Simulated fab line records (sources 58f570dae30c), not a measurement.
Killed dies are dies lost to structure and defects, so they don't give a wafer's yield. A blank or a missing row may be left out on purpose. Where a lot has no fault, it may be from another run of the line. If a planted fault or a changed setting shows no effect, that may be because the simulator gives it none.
Which tool was responsible?    flow berkeley_cmos170    Sampling: 15 lots, 45 wafers, 2 of 331 route steps

## WHAT EACH GAUGE READ, for each wafer
UCB170_M1_CD_MEAS_09: the cd target is 700 nm.
lot   measured      on         cd_nm (nm)
L720  day 7 20:23   cd_sem-02  698.6 696.9 698.1
L718  day 7 20:55   cd_sem-02  697.5 698.7 699.4
L721  day 8 07:29   cd_sem-02  701.8 701.2 700.1
L722  day 8 21:52   cd_sem-02  700.5 700.8 701.4
L727  day 9 13:13   cd_sem-01  704.2 704.4 705.2
L725  day 9 13:42   cd_sem-01  699.5 698.5 698.5
L728  day 10 20:23  cd_sem-01  698.9 698.2 699.1
L731  day 10 21:11  cd_sem-02  699.7 699.2 699.8
L729  day 10 21:45  cd_sem-02  702.6 701.4 702.0
L730  day 10 22:14  cd_sem-02  705.1 704.8 705.8
L732  day 11 14:28  cd_sem-02  701.1 701.9 701.4
L734  day 12 00:08  cd_sem-01  699.8 699.7 698.1
L735  day 12 00:36  cd_sem-02  701.1 699.3 700.8
L737  day 12 09:30  cd_sem-02  698.9 698.2 698.4
L738  day 12 10:43  cd_sem-02  701.4 703.4 703.2

## WHAT TOOL EACH LOT RAN ON (gives the tool, then ch and the chambers of the sampled wafers, and finally the start)
lot   UCB170_M1_EXPOSE_06
L720  krf_scanner-01 ch 0, day 7 19:21
L718  krf_scanner-01 ch 0, day 7 19:33
L721  krf_scanner-01 ch 0, day 8 06:44
L722  krf_scanner-01 ch 0, day 8 21:29
L727  krf_scanner-02 ch 0, day 9 12:50
L725  krf_scanner-01 ch 0, day 9 13:19
L728  krf_scanner-01 ch 0, day 10 19:58
L731  krf_scanner-01 ch 0, day 10 20:22
L729  krf_scanner-02 ch 0, day 10 21:02
L730  krf_scanner-02 ch 0, day 10 21:26
L732  krf_scanner-01 ch 0, day 11 13:45
L734  krf_scanner-01 ch 0, day 11 23:19
L735  krf_scanner-01 ch 0, day 11 23:58
L737  krf_scanner-01 ch 0, day 12 09:07
L738  krf_scanner-01 ch 0, day 12 10:10
- UCB170_M1_EXPOSE_06: exposes mask METAL1, target cd 700 nm.

## AS READ BY THE TOOLS THEMSELVES (means over the sampled wafers that have a number; for cases with no such wafer, the mark the record gives instead)
UCB170_M1_EXPOSE_06.
lot   tool            exposure_dose_mJ_cm2  reticle_temp_C (C)
L720  krf_scanner-01  21.015                23.01
L718  krf_scanner-01  20.992                22.90
L721  krf_scanner-01  20.982                23.09
L722  krf_scanner-01  21.012                22.96
L727  krf_scanner-02  20.431                22.92
L725  krf_scanner-01  20.995                22.85
L728  krf_scanner-01  21.001                22.87
L731  krf_scanner-01  21.009                22.96
L729  krf_scanner-02  20.544                22.94
L730  krf_scanner-02  20.559                23.16
L732  krf_scanner-01  20.993                22.95
L734  krf_scanner-01  21.019                23.06
L735  krf_scanner-01  20.992                22.96
L737  krf_scanner-01  21.002                23.01
L738  krf_scanner-01  21.007                22.98

## THE ANSWER, worked out from the rows above alone
Rule: usual is defined by the lots themselves. Put in order of their means at a reading, lots are off if they are a third of the lots or fewer, leave a main group of 4 or more, and stand apart from it by a gap of 3 or more times the standard deviation of the main group's means; of several such gaps the widest counts. Not used: any main group whose means are identical at the precision the tables above print for the reading. A lot without any number at a reading at which 4 lots or more have one is off too. All remaining lots with rows at the step are treated as sound. First the gauges in route order, then the tools' own readings, where a lot's mean is used as printed above. The first step at which some lot is off is used, and at that step the reading that is off furthest; a lot without a number counts as furthest.
Off: L727, L729, L730, at UCB170_M1_EXPOSE_06 (exposure_dose_mJ_cm2). Main group: mean 21.002, sd 0.011.
A tool fits if, at that step or a process step before it, it ran every lot that is off, and no sound lot after the first of them. One fits: UCB170_M1_EXPOSE_06 on krf_scanner-02. It ran no sound lot before its first lot that is off in this sample, so the start can't be narrowed down.
On the lots that are off, the tool's own readings at UCB170_M1_EXPOSE_06 differ by more than 5 times the standard deviation of the sound lots' means, which bears it out; exposure_dose_mJ_cm2 reads 20.511 there versus 21.002 on the sound lots.

## WHAT THE SIMULATOR PUT IN
Drift in process parameters on krf_scanner-02 at UCB170_M1_EXPOSE_06, starting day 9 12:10. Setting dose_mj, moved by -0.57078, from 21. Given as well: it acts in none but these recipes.
Shown lots that were struck: L727, L729, L730. The rule above reached the same finding.
